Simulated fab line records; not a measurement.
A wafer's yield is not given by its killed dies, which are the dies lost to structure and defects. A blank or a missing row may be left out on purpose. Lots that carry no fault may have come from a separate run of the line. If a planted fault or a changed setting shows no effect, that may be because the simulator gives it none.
Which tool is to blame? || flow berkeley-cmos170 || Sampling: 14 lots, 42 wafers, 2 of 331 route steps

## WHAT THE GAUGES READ, wafer by wafer
UCB170_PSD_OVL_MEAS_07. Usual: for PSD_OVL the level is 0 nm and the standard deviation is 4.5.
{"lot": "L305", "measured": "day 7 11:14", "on": "overlay-02", "PSD_OVL (nm)": "10 5 7", "flag": ""}
{"lot": "L307", "measured": "day 8 05:11", "on": "overlay-01", "PSD_OVL (nm)": "4 0 1", "flag": ""}
{"lot": "L310", "measured": "day 8 11:39", "on": "overlay-02", "PSD_OVL (nm)": "-6 3 -1", "flag": ""}
{"lot": "L313", "measured": "day 9 05:53", "on": "overlay-02", "PSD_OVL (nm)": "5 -2 6", "flag": ""}
{"lot": "L316", "measured": "day 10 01:05", "on": "overlay-01", "PSD_OVL (nm)": "-5 -10 0", "flag": ""}
{"lot": "L317", "measured": "day 10 08:41", "on": "overlay-01", "PSD_OVL (nm)": "-2 -2 8", "flag": ""}
{"lot": "L318", "measured": "day 10 08:55", "on": "overlay-02", "PSD_OVL (nm)": "5 1 1", "flag": ""}
{"lot": "L321", "measured": "day 11 03:02", "on": "overlay-01", "PSD_OVL (nm)": "2 -1 0", "flag": ""}
{"lot": "L322", "measured": "day 11 03:05", "on": "overlay-02", "PSD_OVL (nm)": "3 0 4", "flag": ""}
{"lot": "L323", "measured": "day 12 09:13", "on": "overlay-01", "PSD_OVL (nm)": "-1 0 -3", "flag": ""}
{"lot": "L324", "measured": "day 12 09:27", "on": "overlay-02", "PSD_OVL (nm)": "-1 -5 -3", "flag": ""}
{"lot": "L326", "measured": "day 12 18:12", "on": "overlay-01", "PSD_OVL (nm)": "-3 -3 3", "flag": ""}
{"lot": "L327", "measured": "day 13 02:53", "on": "overlay-01", "PSD_OVL (nm)": "-3 -1 2", "flag": ""}
{"lot": "L328", "measured": "day 13 03:22", "on": "overlay-01", "PSD_OVL (nm)": "5 0 3", "flag": ""}

UCB170_CONTACT_THK_MEAS_02. Usual: for CONTACT_PSG_THK the level is 700 nm and the standard deviation is 6.6.
{"lot": "L305", "measured": "day 7 21:30", "on": "film-metro-02", "CONTACT_PSG_THK (nm)": "690 694 698", "flag": ""}
{"lot": "L307", "measured": "day 8 12:20", "on": "film-metro-01", "CONTACT_PSG_THK (nm)": "704 705 704", "flag": ""}
{"lot": "L310", "measured": "day 8 20:09", "on": "film-metro-01", "CONTACT_PSG_THK (nm)": "701 696 701", "flag": ""}
{"lot": "L313", "measured": "day 9 12:34", "on": "film-metro-02", "CONTACT_PSG_THK (nm)": "715 714 715", "flag": ""}
{"lot": "L316", "measured": "day 10 07:11", "on": "film-metro-01", "CONTACT_PSG_THK (nm)": "697 702 690", "flag": ""}
{"lot": "L317", "measured": "day 10 14:34", "on": "film-metro-04", "CONTACT_PSG_THK (nm)": "709 709 710", "flag": ""}
{"lot": "L318", "measured": "day 10 16:11", "on": "film-metro-01", "CONTACT_PSG_THK (nm)": "692 689 696", "flag": ""}
{"lot": "L321", "measured": "day 11 08:58", "on": "film-metro-02", "CONTACT_PSG_THK (nm)": "702 700 701", "flag": ""}
{"lot": "L322", "measured": "day 11 09:15", "on": "film-metro-02", "CONTACT_PSG_THK (nm)": "696 697 700", "flag": ""}
{"lot": "L323", "measured": "day 12 19:39", "on": "film-metro-04", "CONTACT_PSG_THK (nm)": "699 699 701", "flag": ""}
{"lot": "L324", "measured": "day 12 19:38", "on": "film-metro-02", "CONTACT_PSG_THK (nm)": "712 707 716", "flag": ""}
{"lot": "L326", "measured": "day 13 07:25", "on": "film-metro-01", "CONTACT_PSG_THK (nm)": "699 702 704", "flag": ""}
{"lot": "L327", "measured": "day 13 14:51", "on": "film-metro-01", "CONTACT_PSG_THK (nm)": "701 697 703", "flag": ""}
{"lot": "L328", "measured": "day 13 14:52", "on": "film-metro-04", "CONTACT_PSG_THK (nm)": "714 705 712", "flag": ""}

## WHICH TOOL RAN EACH LOT (tool, then ch and the chambers of the sampled wafers, then the start)
No process step before these readings appears in the record.

## WHAT THE TOOLS THEMSELVES READ (means of the sampled wafers that have a number; where no wafer has one, the mark that the record gives instead)
The record holds no such reading with a usual standard deviation.

## THE ANSWER, worked out from the rows above alone
Rule: take the mean of a lot's wafers that have a number; if it is more than 3 standard deviations from the usual mean, the lot is off. Also off: a lot with no number at a reading for which 4 or more lots have one. Where the step has rows for the other lots, those lots are counted as sound. The gauges are gone through in route order, then the tools' own readings, and for those a lot's mean is taken as printed above. At the first step where some lot is off, the reading lying furthest off is the one used; lots without a number count as furthest.
None of the lots is off at any reading shown; this tells nothing.

## WHAT HAD BEEN PUT IN BY THE SIMULATOR
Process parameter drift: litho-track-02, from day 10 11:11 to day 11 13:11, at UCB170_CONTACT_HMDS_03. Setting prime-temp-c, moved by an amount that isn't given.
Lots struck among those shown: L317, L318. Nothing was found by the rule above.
